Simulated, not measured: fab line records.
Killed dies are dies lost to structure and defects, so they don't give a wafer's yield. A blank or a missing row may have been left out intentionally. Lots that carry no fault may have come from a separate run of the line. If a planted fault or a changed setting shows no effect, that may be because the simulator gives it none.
fab line records	flow rit-cmos
[record] lots = 5	wafers = 15	last-day = 7
route steps=202 shown SDANNEAL@156 PSD@157 NSD@158 PLDD@159 NLDD@160 SILICIDE@161 CONTACT@168 M1@184
lots that met no fault: from a run of the same line without faults
start-h: start of the lot's first displayed wafer, in hours after the record's first day	wait-h: hours since the lot's step before	" unchanged from the row above	L1.1+2: a single row standing in for several wafers	- either no value or no given start	* or withheld: withheld	< > ~ a bound
route shown NAME@n: names a module that has steps shown in the file, with the first one's number in the route	usual: mean/standard deviation of fault-free wafers	same: alike in all rows	chamber/n: place in a boat	sites: readings site by site	_std_site: standard deviation of those values	_edge_site: mean of outer sites minus mean of inner sites	radius-mm: how far each site lies from the wafer's centre	mask NAME#n: copy n	behind: the most recent tool/chamber to have shaped the wafer	hold: the reason the lot was held/the length of the hold in hours/how it ended	device: transistor that didn't switch, given as n, p or np	end of line: tests of these same wafers at the route's end	a step without rows: its recipe alone	killed: not the wafer's yield, but the dies lost to structure and defects at the first sort	map: a wafer's dies, marking killed ones x, the rest . and places with no die _
set.NAME: setting as actually run; set.NAME@STEP: the setting as run at that earlier step	model.NAME: the simulator's own value behind a step, which no gauge read
a table for each step, a row for each wafer; lots at some steps of the route
services: when a tool's chamber went out of use (start-h, in hours from the record's first day, below 0 if earlier), for how many hours, and the reason
[[steps]]
[step RIT_SDANNEAL_RTA_03]
[recipe] temp-c = 1050	time-s = 5	idle-temp-c = 600	ramp-up-c-per-s = 342	ramp-down-c-per-s = 171	cool-to-c = 600	ambient = N2
[usual] wafer_temp_C_max = 1053.5/1.1
lot.wafer	tool	chamber	start-h	wait-h	wafer_temp_C_max
L418.1	rtp-anneal-02	0	67.05	0.0	1052.6
L418.2	"	0	"	"	1052.5
L418.6	"	0	"	"	1053.0
L423.1	rtp-anneal-01	0	83.92	0.0	1053.9
L423.2	"	0	"	"	1053.4
L423.6	"	0	"	"	1053.4
L428.2	rtp-anneal-02	0	114.59	0.0	1053.0
L428.3	"	0	"	"	1053.1
L428.6	"	0	"	"	1052.1
L438.1	rtp-anneal-02	0	160.28	0.0	1054.3
L438.3	"	0	"	"	1055.9
L438.4	"	0	"	"	1054.6
L440.2	rtp-anneal-02	0	170.67	0.0	1052.9
L440.3	"	0	"	"	1052.0
L440.4	"	0	"	"	1054.9
[step RIT_SDANNEAL_RS_MEAS_04]
[recipe] thk-meas-gauge = four-point-probe
[usual] PSD_RS = 115.78/0.28
lot.wafer	tool	chamber	start-h	wait-h	PSD_RS[ohm/sq]
L418.1	film-metro-02	-	67.11	0.0	115.81
L418.2	"	-	"	"	115.43
L418.6	"	-	"	"	116.04
L423.1	film-metro-02	-	83.97	0.0	115.58
L423.2	"	-	"	"	115.66
L423.6	"	-	"	"	115.82
L428.2	film-metro-04	-	114.66	0.1	115.70
L428.3	"	-	"	"	115.76
L428.6	"	-	"	"	115.82
L438.1	film-metro-02	-	160.40	0.1	115.67
L438.3	"	-	"	"	115.75
L438.4	"	-	"	"	115.64
L440.2	film-metro-03	-	170.74	0.1	116.00
L440.3	"	-	"	"	115.96
L440.4	"	-	"	"	115.62
[step RIT_SDANNEAL_RS_MEAS_05]
[recipe] thk-meas-gauge = four-point-probe
[usual] NSD_RS = 84.42/0.23
lot.wafer	tool	chamber	start-h	wait-h	NSD_RS[ohm/sq]
L418.1	film-metro-02	-	67.23	0.1	84.57
L418.2	"	-	"	"	84.34
L418.6	"	-	"	"	84.71
L423.1	film-metro-02	-	84.09	0.1	84.13
L423.2	"	-	"	"	84.04
L423.6	"	-	"	"	84.19
L428.2	film-metro-04	-	114.78	0.1	84.15
L428.3	"	-	"	"	84.49
L428.6	"	-	"	"	84.56
L438.1	film-metro-02	-	160.52	0.1	84.26
L438.3	"	-	"	"	84.81
L438.4	"	-	"	"	84.28
L440.2	film-metro-03	-	170.86	0.1	84.26
L440.3	"	-	"	"	84.76
L440.4	"	-	"	"	84.36
[step RIT_SDANNEAL_RS_MEAS_06]
[recipe] thk-meas-gauge = four-point-probe
[usual] PLDD_RS = 179.6/0.45
lot.wafer	tool	chamber	start-h	wait-h	PLDD_RS[ohm/sq]
L418.1	film-metro-02	-	67.35	0.1	180.3
L418.2	"	-	"	"	180.2
L418.6	"	-	"	"	180.2
L423.1	film-metro-02	-	84.21	0.1	180.0
L423.2	"	-	"	"	180.4
L423.6	"	-	"	"	180.2
L428.2	film-metro-04	-	114.90	0.1	179.8
L428.3	"	-	"	"	180.0
L428.6	"	-	"	"	179.9
L438.1	film-metro-02	-	160.64	0.1	180.0
L438.3	"	-	"	"	180.1
L438.4	"	-	"	"	179.6
L440.2	film-metro-03	-	170.98	0.1	179.6
L440.3	"	-	"	"	179.6
L440.4	"	-	"	"	179.0
[step RIT_SDANNEAL_RS_MEAS_07]
[recipe] thk-meas-gauge = four-point-probe
[usual] NLDD_RS = 151.5/0.51
lot.wafer	tool	chamber	start-h	wait-h	NLDD_RS[ohm/sq]
L418.1	film-metro-02	-	67.47	0.1	152.0
L418.2	"	-	"	"	152.3
L418.6	"	-	"	"	151.9
L423.1	film-metro-02	-	84.33	0.1	151.4
L423.2	"	-	"	"	151.1
L423.6	"	-	"	"	151.8
L428.2	film-metro-04	-	115.02	0.1	152.3
L428.3	"	-	"	"	151.6
L428.6	"	-	"	"	151.4
L438.1	film-metro-02	-	160.76	0.1	151.2
L438.3	"	-	"	"	151.6
L438.4	"	-	"	"	151.0
L440.2	film-metro-03	-	171.10	0.1	151.6
L440.3	"	-	"	"	151.8
L440.4	"	-	"	"	151.9
[step RIT_SILICIDE_WET_ETCH_00]
[recipe] chemistry = BOE	target = SiO2	target-depth-nm = 14	time-s = 15	dry = n2-spin	dilution = 10:1	temp-c = 21.5
[step RIT_SILICIDE_SPUTTER_01]
[recipe] material = Ti	target-thk-nm = 30	power-w = 358.6	chamber-pressure-pa = 0.667	gas = Ar	time-s = 240	substrate-temp-c = 25
[usual] chamber-pressure-pa = 0.6670/0.0014	throttle-valve-pct = 30.4/0.94
lot.wafer	tool	chamber	start-h	wait-h	chamber-pressure-pa	throttle-valve-pct
L418.1	pvd-sputter-04	-	67.60	0.0	0.6675	30.7
L418.2	"	-	"	"	0.6651	32.7
L418.6	"	-	"	"	0.6673	29.5
L423.1	pvd-sputter-04	-	84.47	0.0	0.6684	29.3
L423.2	"	-	"	"	0.6691	32.7
L423.6	"	-	"	"	0.6678	29.4
L428.2	pvd-sputter-01	-	115.14	0.0	0.6683	30.7
L428.3	"	-	"	"	0.6678	30.3
L428.6	"	-	"	"	0.6678	30.5
L438.1	pvd-sputter-01	-	160.89	0.0	0.6658	31.1
L438.3	"	-	"	"	0.6671	30.3
L438.4	"	-	"	"	0.6679	29.7
L440.2	pvd-sputter-02	-	171.24	0.0	0.6660	29.9
L440.3	"	-	"	"	0.6675	30.2
L440.4	"	-	"	"	0.6703	32.6
[step RIT_SILICIDE_RS_MEAS_02]
[recipe] thk-meas-gauge = four-point-probe	reads = Ti_of_SILICIDE_SPUTTER_01
[usual] SILICIDE_TI_RS = 46.2/0.72
lot.wafer	tool	chamber	start-h	wait-h	SILICIDE_TI_RS[ohm/sq]
L418.1	film-metro-03	-	67.77	0.1	46.6
L418.2	"	-	"	"	47.0
L418.6	"	-	"	"	47.9
L423.1	film-metro-03	-	84.62	0.1	47.8
L423.2	"	-	"	"	47.4
L423.6	"	-	"	"	47.9
L428.2	film-metro-01	-	115.31	0.1	46.2
L428.3	"	-	"	"	45.8
L428.6	"	-	"	"	46.6
L438.1	film-metro-01	-	161.04	0.1	45.6
L438.3	"	-	"	"	45.7
L438.4	"	-	"	"	46.5
L440.2	film-metro-03	-	171.41	0.1	47.0
L440.3	"	-	"	"	46.4
L440.4	"	-	"	"	47.8
[step RIT_SILICIDE_THK_MEAS_03]
[recipe] thk-meas-gauge = xrf	reads = Ti_of_SILICIDE_SPUTTER_01
[usual] SILICIDE_TI_THK = 31.3/0.4
lot.wafer	tool	chamber	start-h	wait-h	SILICIDE_TI_THK[nm]
L418.1	film-metro-03	-	67.89	0.1	31.1
L418.2	"	-	"	"	30.9
L418.6	"	-	"	"	30.4
L423.1	film-metro-03	-	84.74	0.1	30.5
L423.2	"	-	"	"	30.8
L423.6	"	-	"	"	30.4
L428.2	film-metro-01	-	115.42	0.1	31.5
L428.3	"	-	"	"	31.6
L428.6	"	-	"	"	31.2
L438.1	film-metro-01	-	161.16	0.1	31.8
L438.3	"	-	"	"	31.5
L438.4	"	-	"	"	31.2
L440.2	film-metro-03	-	171.52	0.1	30.9
L440.3	"	-	"	"	31.1
L440.4	"	-	"	"	30.5
[step RIT_SILICIDE_RTA_04]
[recipe] temp-c = 650	time-s = 10	idle-temp-c = 25	ramp-up-s = 5	ramp-down-s = 5	cool-to-c = 25	ambient = N2
[usual] wafer_temp_C_max = 653.2/0.61
lot.wafer	tool	chamber	start-h	wait-h	wafer_temp_C_max
L418.1	rtp-anneal-02	0	67.95	0.1	652.7
L418.2	"	0	"	"	653.5
L418.6	"	0	"	"	653.6
L423.1	rtp-anneal-02	0	84.80	0.1	654.0
L423.2	"	0	"	"	653.2
L423.6	"	0	"	"	655.4
L428.2	rtp-anneal-01	0	115.48	0.1	653.1
L428.3	"	0	"	"	652.7
L428.6	"	0	"	"	652.8
L438.1	rtp-anneal-01	0	161.22	0.1	652.8
L438.3	"	0	"	"	652.8
L438.4	"	0	"	"	652.5
L440.2	rtp-anneal-01	0	171.58	0.1	653.4
L440.3	"	0	"	"	654.0
L440.4	"	0	"	"	652.8
[step RIT_SILICIDE_WET_ETCH_05]
[recipe] chemistry = SPM	target = Ti	temp-c = 90	time-s = 120	dry = n2-spin
[step RIT_SILICIDE_RTA_06]
[recipe] temp-c = 750	time-s = 10	idle-temp-c = 25	ramp-up-s = 5	ramp-down-s = 10	cool-to-c = 25	ambient = N2
[usual] wafer_temp_C_max = 753.7/0.71
lot.wafer	tool	chamber	start-h	wait-h	wafer_temp_C_max
L418.1	rtp-anneal-01	0	68.10	0.0	753.9
L418.2	"	0	"	"	752.3
L418.6	"	0	"	"	754.5
L423.1	rtp-anneal-01	0	84.98	0.0	753.1
L423.2	"	0	"	"	752.9
L423.6	"	0	"	"	753.0
L428.2	rtp-anneal-02	0	115.59	0.0	753.8
L428.3	"	0	"	"	753.2
L428.6	"	0	"	"	753.9
L438.1	rtp-anneal-02	0	161.33	0.0	752.0
L438.3	"	0	"	"	753.4
L438.4	"	0	"	"	754.2
L440.2	rtp-anneal-02	0	171.69	0.0	754.8
L440.3	"	0	"	"	753.8
L440.4	"	0	"	"	756.0
[step RIT_CONTACT_CVD_00]
[recipe] material = SiO2	target-thk-nm = 400	precursor = TEOS	temp-c = 390	time-s = 61	rf-w = 400
[usual] heater-power-w = 313/50	rf-fwd-power-W = 397.3/1.4
lot.wafer	tool	chamber	start-h	wait-h	heater-power-w	rf-fwd-power-W	since-wet-clean-h	model.SiO2_of_CONTACT_CVD_00.thk-nm
L418.1	pecvd-01	2	68.17	0.1	366	396.0	623	397.9
L418.2	"	0	"	"	273	399.8	623	397.5
L418.6	"	2	"	"	379	395.1	-	409.5
L423.1	pecvd-02	0	85.04	0.1	339	398.0	1031	400.8
L423.2	"	1	"	"	313	398.6	1031	396.8
L423.6	"	1	"	"	316	398.3	-	403.5
L428.2	pecvd-03	2	115.64	0.0	326	396.9	266	396.2
L428.3	"	1	"	"	362	396.6	266	396.7
L428.6	"	1	"	"	363	395.7	-	400.5
L438.1	pecvd-02	1	161.40	0.1	254	446.5	1107	410.8
L438.3	"	0	"	"	307	397.2	1107	403.8
L438.4	"	2	"	"	342	395.6	-	407.2
L440.2	pecvd-03	2	171.74	0.0	326	398.1	323	393.7
L440.3	"	0	"	"	239	397.3	323	396.1
L440.4	"	1	"	"	358	396.9	-	407.5
[step RIT_CONTACT_THK_MEAS_01]
[recipe] reads = SiO2_of_CONTACT_CVD_00
[usual] CONTACT_TEOS_THK = 400/4.8
lot.wafer	tool	chamber	start-h	wait-h	CONTACT_TEOS_THK[nm]
L418.1	film-metro-02	-	68.22	0.0	398
L418.2	"	-	"	"	398
L418.6	"	-	"	"	409
L423.1	film-metro-01	-	85.09	0.0	401
L423.2	"	-	"	"	397
L423.6	"	-	"	"	404
L428.2	film-metro-02	-	115.70	0.0	396
L428.3	"	-	"	"	397
L428.6	"	-	"	"	401
L438.1	film-metro-02	-	161.45	0.0	411
L438.3	"	-	"	"	404
L438.4	"	-	"	"	407
L440.2	film-metro-04	-	171.80	0.0	394
L440.3	"	-	"	"	396
L440.4	"	-	"	"	408
[step RIT_CONTACT_HMDS_02]
[recipe] prime-time-s = 60	prime-temp-c = 140
[step RIT_CONTACT_COAT_03]
[recipe] resist = NOVOLAK	spin-rpm = 3250	resist-thk-nm = 1000
[step RIT_CONTACT_SOFTBAKE_04]
[recipe] resist = NOVOLAK	temp-c = 90	time-s = 60
[step RIT_CONTACT_EXPOSE_05]
[recipe] mask-id = M11	na = 0.6	source-shape = conventional	sigma-outer = 0.5	target-cd-nm = 1000	dose-mj = 250
[step RIT_CONTACT_PEB_06]
[recipe] resist = NOVOLAK	temp-c = withheld	time-s = withheld
[step RIT_CONTACT_DEVELOP_07]
[recipe] resist = NOVOLAK	develop-time-s = 120	dev-temp-c = 23
[step RIT_CONTACT_CD_MEAS_08]
[recipe] target-cd-nm = 1000
[usual] cd-nm = 999.8/2.4
lot.wafer	tool	chamber	start-h	wait-h	cd-nm
L418.1	cd-sem-02	-	69.47	-	995.1
L418.2	"	-	"	"	996.8
L418.6	"	-	"	"	994.7
L423.1	cd-sem-01	-	86.30	-	1003.9
L423.2	"	-	"	"	1003.9
L423.6	"	-	"	"	1001.2
L428.2	cd-sem-02	-	116.74	-	999.5
L428.3	"	-	"	"	999.3
L428.6	"	-	"	"	999.5
L438.1	cd-sem-01	-	162.60	-	1002.9
L438.3	"	-	"	"	1002.8
L438.4	"	-	"	"	1004.8
L440.2	cd-sem-01	-	172.84	-	1001.2
L440.3	"	-	"	"	998.2
L440.4	"	-	"	"	999.9
[step RIT_CONTACT_OVL_MEAS_09]
[usual] CONTACT_OVL = 0.6/1.1
lot.wafer	tool	chamber	start-h	wait-h	CONTACT_OVL[nm]
L418.1	overlay-01	-	69.59	0.1	3.4
L418.2	"	-	"	"	2.4
L418.6	"	-	"	"	2.4
L423.1	overlay-01	-	86.42	0.1	0.0
L423.2	"	-	"	"	1.3
L423.6	"	-	"	"	2.5
L428.2	overlay-01	-	116.85	0.1	2.4
L428.3	"	-	"	"	1.8
L428.6	"	-	"	"	0.8
L438.1	overlay-02	-	162.72	0.1	-0.1
L438.3	"	-	"	"	0.2
L438.4	"	-	"	"	0.1
L440.2	overlay-01	-	172.95	0.1	0.9
L440.3	"	-	"	"	-0.1
L440.4	"	-	"	"	0.7
[step RIT_CONTACT_HARDBAKE_10]
[recipe] resist = NOVOLAK	temp-c = 140	time-s = 60
[step RIT_CONTACT_ETCH_11]
[recipe] target-depth-a = 4800	over-etch-frac = 0.2	stop-on = TiSi2	chemistry = CHF3/CF4/Ar	target = SiO2	CHF3_flow_sccm = 50	cf4-flow-sccm = 10	Ar_flow_sccm = 100	O2_flow_sccm = 5	pressure-mtorr = 100	rf-w = 200	time-s = 320
[usual] chamber-pressure-mTorr = 100.00/0.094	drypump-motor-current-A = 5.7/0.49	oes-product-au = 0.984/0.014	throttle-valve-pct = 8.83/0.12
lot.wafer	tool	chamber	start-h	wait-h	chamber-pressure-mTorr	drypump-motor-current-A	oes-product-au	rf-hours-counter-h	throttle-valve-pct	model.etch.depth-nm	model.CONTACT.feature-depth-nm
L418.1	rie-diel-01	1	69.93	0.1	99.97	5.9	0.977	79	8.95	397.9	397.9
L418.2	"	2	"	"	100.09	5.0	0.994	75	8.76	397.5	397.5
L418.6	"	2	"	"	99.96	5.0	1.002	-	8.78	409.5	409.5
L423.1	rie-diel-01	2	86.61	0.1	100.16	5.0	0.992	75	8.78	400.8	400.8
L423.2	"	3	"	"	100.21	5.6	0.961	27	8.90	396.8	396.8
L423.6	"	2	"	"	99.95	5.0	0.989	-	8.77	403.5	403.5
L428.2	rie-diel-01	0	117.03	0.1	100.06	4.9	1.000	1	8.84	396.2	396.2
L428.3	"	2	"	"	99.85	5.0	0.991	76	8.75	396.7	396.7
L428.6	"	2	"	"	99.96	5.0	1.005	-	8.76	400.5	400.5
L438.1	rie-diel-02	2	162.90	0.1	100.08	5.7	0.999	120	9.00	410.8	410.8
L438.3	"	1	"	"	99.97	5.7	0.985	5	8.72	403.8	403.8
L438.4	"	3	"	"	99.99	6.4	0.985	4	8.65	407.2	407.2
L440.2	rie-diel-04	2	173.13	0.1	99.89	6.0	0.955	7	8.62	393.7	393.7
L440.3	"	1	"	"	100.01	6.8	0.993	35	8.88	396.1	396.1
L440.4	"	0	"	"	100.01	5.3	0.981	56	8.73	407.5	407.5
[step RIT_CONTACT_STRIP_12]
[recipe] chemistry = O2	time-s = 172.5	resist = NOVOLAK	platen-temp-c = withheld	power-w = 500	pressure-mtorr = 4000	o2-flow-sccm = 4000
[usual] chamber-pressure-mTorr = 4000/3.7	drypump-motor-current-A = 5.6/0.36
lot.wafer	tool	chamber	start-h	wait-h	chamber-pressure-mTorr	drypump-motor-current-A	rf-hours-counter-h
L418.1	plasma-asher-01	1	70.13	0.1	3999	5.7	36
L418.2	"	0	"	"	3996	5.9	36
L418.6	"	0	"	"	4000	6.0	-
L423.1	plasma-asher-03	1	86.90	0.2	4002	5.1	30
L423.2	"	0	"	"	3997	5.2	30
L423.6	"	1	"	"	3998	5.1	-
L428.2	plasma-asher-03	0	117.22	0.1	3996	5.2	33
L428.3	"	0	"	"	3998	5.2	-
L428.6	"	1	"	"	4005	5.1	-
L438.1	plasma-asher-01	0	163.10	0.1	4005	5.9	47
L438.3	"	0	"	"	4003	6.0	-
L438.4	"	1	"	"	4002	5.7	-
L440.2	plasma-asher-04	0	173.32	0.1	4002	6.0	6
L440.3	"	0	"	"	3995	6.0	-
L440.4	"	1	"	"	4001	5.9	-
[step RIT_CONTACT_CD_MEAS_90]
[recipe] target-cd-nm = 1000
[usual] cd-nm = 999.9/2.4
lot.wafer	tool	chamber	start-h	wait-h	cd-nm
L418.1	cd-sem-01	-	70.30	0.1	995.2
L418.2	"	-	"	"	996.9
L418.6	"	-	"	"	994.6
L423.1	cd-sem-02	-	87.07	0.1	1004.0
L423.2	"	-	"	"	1003.7
L423.6	"	-	"	"	1000.7
L428.2	cd-sem-02	-	117.41	0.1	999.6
L428.3	"	-	"	"	999.2
L428.6	"	-	"	"	999.7
L438.1	cd-sem-02	-	163.27	0.1	1002.2
L438.3	"	-	"	"	1003.2
L438.4	"	-	"	"	1005.1
L440.2	cd-sem-02	-	173.52	0.1	1001.9
L440.3	"	-	"	"	997.7
L440.4	"	-	"	"	1000.0
[step RIT_CONTACT_CLEAN_13]
[recipe] chemistry = SC1	mix = 3:3:50	time-s = 600	temp-c = 75
[step RIT_CONTACT_CLEAN_14]
[recipe] chemistry = SC2	mix = 3:3:50	time-s = 600	temp-c = 75	dry = n2-spin
[step RIT_M1_SPUTTER_00]
[recipe] material = Al	target-thk-nm = 400	power-w = 2000	chamber-pressure-pa = 0.4	gas = Ar	time-s = 500	substrate-temp-c = 25
[step RIT_M1_RS_MEAS_01]
[recipe] thk-meas-gauge = four-point-probe	reads = Al_of_M1_SPUTTER_00
[usual] M1_AL_RS = 0.0735/0.00081
lot.wafer	tool	chamber	start-h	wait-h	M1_AL_RS[ohm/sq]
L418.1	film-metro-04	-	71.07	0.1	0.0729
L418.2	"	-	"	"	0.0751
L418.6	"	-	"	"	0.0735
L423.1	film-metro-02	-	87.85	0.1	0.0744
L423.2	"	-	"	"	0.0735
L423.6	"	-	"	"	0.0741
L428.2	film-metro-02	-	118.18	0.2	0.0734
L428.3	"	-	"	"	0.0730
L428.6	"	-	"	"	0.0716
L438.1	film-metro-03	-	164.26	0.1	0.0742
L438.3	"	-	"	"	0.0745
L438.4	"	-	"	"	0.0746
L440.2	film-metro-02	-	174.50	0.2	0.0738
L440.3	"	-	"	"	0.0733
L440.4	"	-	"	"	0.0743
[step RIT_M1_THK_MEAS_02]
[recipe] thk-meas-gauge = xrf	reads = Al_of_M1_SPUTTER_00
[usual] M1_AL_THK = 394/5
lot.wafer	tool	chamber	start-h	wait-h	M1_AL_THK[nm]
L418.1	film-metro-04	-	71.19	0.1	395
L418.2	"	-	"	"	384
L418.6	"	-	"	"	395
L423.1	film-metro-02	-	87.97	0.1	386
L423.2	"	-	"	"	391
L423.6	"	-	"	"	388
L428.2	film-metro-02	-	118.29	0.1	394
L428.3	"	-	"	"	395
L428.6	"	-	"	"	401
L438.1	film-metro-03	-	164.38	0.1	390
L438.3	"	-	"	"	393
L438.4	"	-	"	"	392
L440.2	film-metro-02	-	174.61	0.1	389
L440.3	"	-	"	"	390
L440.4	"	-	"	"	388
[step RIT_M1_HMDS_03]
[recipe] prime-time-s = 60	prime-temp-c = 140
[step RIT_M1_COAT_04]
[recipe] resist = NOVOLAK	spin-rpm = 2000	resist-thk-nm = 1300
[step RIT_M1_SOFTBAKE_05]
[recipe] resist = NOVOLAK	temp-c = 90	time-s = 60
[step RIT_M1_EXPOSE_06]
[recipe] mask-id = M12	na = 0.6	source-shape = conventional	sigma-outer = 0.5	target-cd-nm = 2600	dose-mj = 250
[step RIT_M1_PEB_07]
[recipe] resist = NOVOLAK	temp-c = withheld	time-s = withheld
[step RIT_M1_DEVELOP_08]
[recipe] resist = NOVOLAK	develop-time-s = 69.05	dev-temp-c = 23
[step RIT_M1_CD_MEAS_09]
[recipe] target-cd-nm = 2600
[usual] cd-nm = 2600.4/2.2
lot.wafer	tool	chamber	start-h	wait-h	cd-nm
L418.1	cd-sem-02	-	72.25	-	2599.7
L418.2	"	-	"	"	2600.2
L418.6	"	-	"	"	2599.9
L423.1	cd-sem-01	-	88.91	-	2598.3
L423.2	"	-	"	"	2597.3
L423.6	"	-	"	"	2595.1
L428.2	cd-sem-02	-	119.39	-	2602.5
L428.3	"	-	"	"	2602.0
L428.6	"	-	"	"	2602.5
L438.1	cd-sem-01	-	165.45	-	2598.5
L438.3	"	-	"	"	2597.0
L438.4	"	-	"	"	2595.6
L440.2	cd-sem-01	-	175.56	-	2602.1
L440.3	"	-	"	"	2603.1
L440.4	"	-	"	"	2601.5
[step RIT_M1_OVL_MEAS_10]
[usual] M1_OVL = 0.6/1.3
lot.wafer	tool	chamber	start-h	wait-h	M1_OVL[nm]
L418.1	overlay-02	-	72.37	0.1	-0.4
L418.2	"	-	"	"	-0.7
L418.6	"	-	"	"	-1.1
L423.1	overlay-02	-	89.03	0.1	1.1
L423.2	"	-	"	"	0.8
L423.6	"	-	"	"	2.9
L428.2	overlay-01	-	119.50	0.1	1.3
L428.3	"	-	"	"	0.7
L428.6	"	-	"	"	0.4
L438.1	overlay-02	-	165.57	0.1	1.1
L438.3	"	-	"	"	1.4
L438.4	"	-	"	"	1.5
L440.2	overlay-01	-	175.67	0.1	1.2
L440.3	"	-	"	"	2.8
L440.4	"	-	"	"	0.8
[step RIT_M1_HARDBAKE_11]
[recipe] resist = NOVOLAK	temp-c = 140	time-s = 120
[step RIT_M1_METAL_ETCH_12]
[recipe] stop-on = SiO2	chemistry = Cl2/BCl3	target = Al	time-s = 165	over-etch-frac = 0.5	pressure-mtorr = 100	target-depth-a = 6000	rf-w = 250	Cl2_flow_sccm = 60	bcl3-flow-sccm = 50
[usual] chamber-pressure-mTorr = 99.99/0.11	drypump-motor-current-A = 5.9/0.36	oes-product-au = 0.781/0.02	throttle-valve-pct = 8.22/0.052
lot.wafer	tool	chamber	start-h	wait-h	chamber-pressure-mTorr	drypump-motor-current-A	oes-product-au	rf-hours-counter-h	throttle-valve-pct	model.SiO2_of_CONTACT_CVD_00.thk-nm
L418.1	rie-metal-02	1	72.66	0.2	99.99	6.0	0.764	2	8.22	362.3
L418.2	"	0	"	"	100.05	6.4	0.772	2	8.28	361.4
L418.6	"	1	"	"	99.77	6.1	0.756	-	8.22	374
L423.1	rie-metal-03	0	89.32	0.2	99.92	5.4	0.795	1	8.13	363.5
L423.2	"	0	"	"	99.83	5.3	0.794	-	8.12	359.5
L423.6	"	0	"	"	99.95	5.3	0.792	-	8.14	366.1
L428.2	rie-metal-01	0	119.78	0.2	99.83	6.2	0.763	35	8.21	359.3
L428.3	"	0	"	"	100.03	6.2	0.773	-	8.23	360
L428.6	"	0	"	"	99.92	6.2	0.773	-	8.22	363.9
L438.1	rie-metal-02	0	165.85	0.2	100.04	6.4	0.782	4	8.28	374.3
L438.3	"	1	"	"	99.96	6.0	0.744	-	8.21	368
L438.4	"	0	"	"	99.77	6.4	0.764	-	8.29	370.7
L440.2	rie-metal-01	1	175.95	0.2	99.87	5.7	0.788	0	8.31	358.1
L440.3	"	1	"	"	100.08	5.7	0.790	-	8.29	360.2
L440.4	"	0	"	"	99.97	6.2	0.766	-	8.22	371.7
[step RIT_M1_STRIP_13]
[recipe] chemistry = nmp	resist = NOVOLAK	temp-c = 80	time-s = 600	dry = n2-spin
[[services]]
tool	chamber	start-h	hours	kind
pvd-sputter-01	-	46.64	0.7	repair
plasma-asher-03	-	52.89	14.6	pm
rie-diel-01	0	72.34	-	clean
rie-diel-01	0	72.34	-	consumable-replace:esc
rie-diel-01	0	72.34	20.8	scheduled-down
rie-diel-01	0	72.34	20.8	vent-cycle
rie-diel-02	0	81.92	9.5	repair
pecvd-03	-	85.27	1.0	repair
rie-diel-01	1	86.22	10.6	repair
rie-diel-04	2	87.08	5.0	repair
rie-metal-03	1	89.01	12.3	repair
pecvd-01	-	89.32	6.0	pm
pecvd-01	0	99.99	13.7	repair
rie-metal-01	-	103.40	14.6	pm
plasma-asher-04	-	108.75	9.0	pm
rie-diel-01	2	127.12	22.4	repair
plasma-asher-01	-	134.42	1.8	repair
rie-metal-01	-	136.12	20.0	pm
rie-metal-01	0	136.12	20.0	vent-cycle
rie-metal-01	1	136.12	20.0	vent-cycle
pecvd-01	1	136.30	19.4	repair
rie-metal-01	0	156.12	-	clean
pvd-sputter-04	-	164.15	2.6	repair
rie-diel-01	-	164.62	2.1	repair
[[key]]
[first-sign] step = RIT_CONTACT_CVD_00	reading = rf-fwd-power-W	direction = up	sigmas = 35	usual = 397.3	struck = 446.5
effect none on later readings
[model-effect] step = RIT_CONTACT_CVD_00	value = SiO2_of_CONTACT_CVD_00.thk-nm	without = 397.1	struck = 410.8
[model-effect] step = RIT_CONTACT_ETCH_11	value = etch.depth-nm	without = 397.1	struck = 410.8
[model-effect] step = RIT_M1_METAL_ETCH_12	value = SiO2_of_CONTACT_CVD_00.thk-nm	without = 360.6	struck = 374.3
met-at RIT_CONTACT_CVD_00
struck-wafers L438.1
tester-left-out L438
onset-between 85.04 161.40
[fault] kind = process-parameter-drift	tool = pecvd-02	chamber = 1	onset-h = 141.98	steps = RIT_CONTACT_CVD_00	channel = rf-w	offset = 48	shape = step	end-h = 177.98	stated = 400
// tester-left-out: of these lots the tester's yield and bins aren't shown, on N5 and GAA mostly nor the transistor test; their killed dies are dies lost to structure and defects alone, not to doping, threshold or leakage, so they don't give the yield
